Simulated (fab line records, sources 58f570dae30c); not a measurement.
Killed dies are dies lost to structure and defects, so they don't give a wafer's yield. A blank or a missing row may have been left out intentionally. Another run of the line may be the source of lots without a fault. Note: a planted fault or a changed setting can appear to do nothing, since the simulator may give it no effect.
Lot-split experiment -- flow berkeley-cmos170 -- 23 wafers read across 5 lots, on a route 331 steps long

## SPLIT DETAILS
At UCB170_PFIELD_IMPLANT_07, the setting energy-kev was moved away from the recipe's 80 on 5 of the 23 wafers read, by -1.8% to +3.8%. The other wafers ran this setting at the recipe's value.

The reading is taken at the split's own step.

## THE READING
implant.drp-nm (the simulator's own value, which no gauge read), in nm, at UCB170_PFIELD_IMPLANT_07. No usual value for it is given in the file.

wafer,"tool, chamber at the split",energy-kev as run,against the recipe,"implant.drp-nm, nm",against lot-mates on the recipe
L080.2,"implanter-02, 0",83.04,+3.8%,76.18,+1.32
L080.4,"implanter-02, 0",83.04,+3.8%,76.18,+1.32
L080.6,"implanter-02, 0",83.04,+3.8%,76.18,+1.32
L080.3,"implanter-02, 0",80,recipe,74.86,-
L080.5,"implanter-02, 0",80,recipe,74.86,-
L076.2,"implanter-02, 0",80,recipe,74.86,-
L076.3,"implanter-02, 0",80,recipe,74.86,-
L076.4,"implanter-02, 0",80,recipe,74.86,-
L076.5,"implanter-02, 0",80,recipe,74.86,-
L076.6,"implanter-02, 0",80,recipe,74.86,-
L075.1,"implanter-01, 0",80,recipe,74.86,-
L075.2,"implanter-01, 0",80,recipe,74.86,-
L075.6,"implanter-01, 0",80,recipe,74.86,-
L082.1,"implanter-04, 0",78.57,-1.8%,74.21,-0.65
L082.5,"implanter-04, 0",78.57,-1.8%,74.21,-0.65
L082.2,"implanter-04, 0",80,recipe,74.86,-
L082.3,"implanter-04, 0",80,recipe,74.86,-
L082.6,"implanter-04, 0",80,recipe,74.86,-
L083.1,"implanter-01, 0",80,recipe,74.86,-
L083.2,"implanter-01, 0",80,recipe,74.86,-
L083.4,"implanter-01, 0",80,recipe,74.86,-
L083.5,"implanter-01, 0",80,recipe,74.86,-
L083.6,"implanter-01, 0",80,recipe,74.86,-

FIT RESULTS
A straight line over all 23 wafers: implant.drp-nm changes by +0.35 nm for each +1% of energy-kev; r = +1.00; the points scatter about the line by 0.0076 nm.
The same after taking each lot's own level away (the mean of its wafers on the recipe; 23 wafers): +0.35 nm for each +1%; r = +1.00; scatter 0.0076 nm.
On that fit, the largest move of energy-kev shifts the reading by 1.3 nm.
The lots' own levels span 74.860 to 74.860 nm.
The two slopes agree, so the slope changes little with the lot-to-lot level.
Check: +1.33 nm against its lot-mates is what the line predicts for one of the wafers moved furthest among these (+3.8%) when that wafer is left out of the fit. It came out at +1.32 nm against them.

## THESE WAFERS: OTHER SPLITS
These wafers also went through other splits before the reading. Each is held against what the fit with the lots' levels taken away leaves over:
other split on the same wafers,wafers away from the commonest value,r with implant.drp-nm (lot level and that fit taken away)
UCB170_NWELL_OXIDATION_01 temp-c,15,-0.12
UCB170_ACTIVE_CVD_05 sih2cl2-flow-sccm,15,+0.23

## THE WHOLE CHAIN: every reading that the file lists as answering this split, in the file's order
step,what it does,reading,change (the file's fit),r (the file's)
UCB170_PFIELD_IMPLANT_07,,"implant.rp-nm (the simulator's own value, which no gauge read)",+2.19 nm for each +1% of the setting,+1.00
UCB170_PFIELD_IMPLANT_07,,"implant.drp-nm (the simulator's own value, which no gauge read)",+0.35 nm for each +1% of the setting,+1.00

## FILE'S OWN FIT
implant.drp-nm changes by +0.35 nm for each +1% of energy-kev, r = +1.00.
